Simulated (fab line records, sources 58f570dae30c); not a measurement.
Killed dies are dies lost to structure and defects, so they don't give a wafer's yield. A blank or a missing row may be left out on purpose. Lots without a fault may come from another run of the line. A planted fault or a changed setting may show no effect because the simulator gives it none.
Which tool did it? | flow berkeley_cmos170 | 13 lots, 39 wafers sampled, at 1 step of a route of 331

WHAT THE GAUGES READ, wafer by wafer
UCB170_FIELD_THK_MEAS_91.
lot  | measured     | on            | FIELD_OXIDE_LEFT_2_THK (nm)
L954 | day 6 01:13  | film_metro-03 | 355 354 348
L955 | day 6 12:13  | film_metro-03 | 364 353 355
L957 | day 6 15:26  | film_metro-02 | 354 345 350
L963 | day 7 18:26  | film_metro-04 | 354 359 359
L961 | day 7 18:36  | film_metro-03 | 358 356 361
L962 | day 7 18:53  | film_metro-03 | 338 344 343
L966 | day 8 13:00  | film_metro-03 | 346 359 355
L965 | day 8 13:46  | film_metro-04 | 355 349 363
L972 | day 9 23:07  | film_metro-02 | 333 354 352
L976 | day 10 04:10 | film_metro-02 | 370 373 369
L974 | day 10 04:42 | film_metro-02 | 349 357 350
L973 | day 10 04:59 | film_metro-02 | 349 357 351
L977 | day 10 22:29 | film_metro-04 | 355 350 349

WHICH TOOL RAN EACH LOT (tool, then ch and the chambers of the sampled wafers, then the start)
The record holds no process step before these readings.

WHAT THE TOOLS THEMSELVES READ (means of the sampled wafers that have a number; where no wafer has one, the mark that the record gives instead)
The record holds no such reading with a usual standard deviation.

THE ANSWER, worked out from the rows above alone
Rule: what is usual is taken from the lots themselves. Put in order of their means at a reading, lots are off if they are a third of the lots or fewer, leave a main group of 4 or more, and stand apart from it by a gap of 3 or more times the standard deviation of the main group's means; of several such gaps the widest counts. A main group whose means are all the same, to the digits that the tables above print for the reading, isn't used. A lot without any number at a reading at which 4 lots or more have one is off too. The other lots that the step has rows for count as sound. The gauges are gone through in route order, then the tools' own readings, and for those a lot's mean is taken as printed above. The first step at which some lot is off is used, and at that step the reading that is off furthest; a lot without a number counts as furthest.
No lot is off at any reading shown: from this, nothing can be told.

WHAT THE SIMULATOR HAD PUT IN
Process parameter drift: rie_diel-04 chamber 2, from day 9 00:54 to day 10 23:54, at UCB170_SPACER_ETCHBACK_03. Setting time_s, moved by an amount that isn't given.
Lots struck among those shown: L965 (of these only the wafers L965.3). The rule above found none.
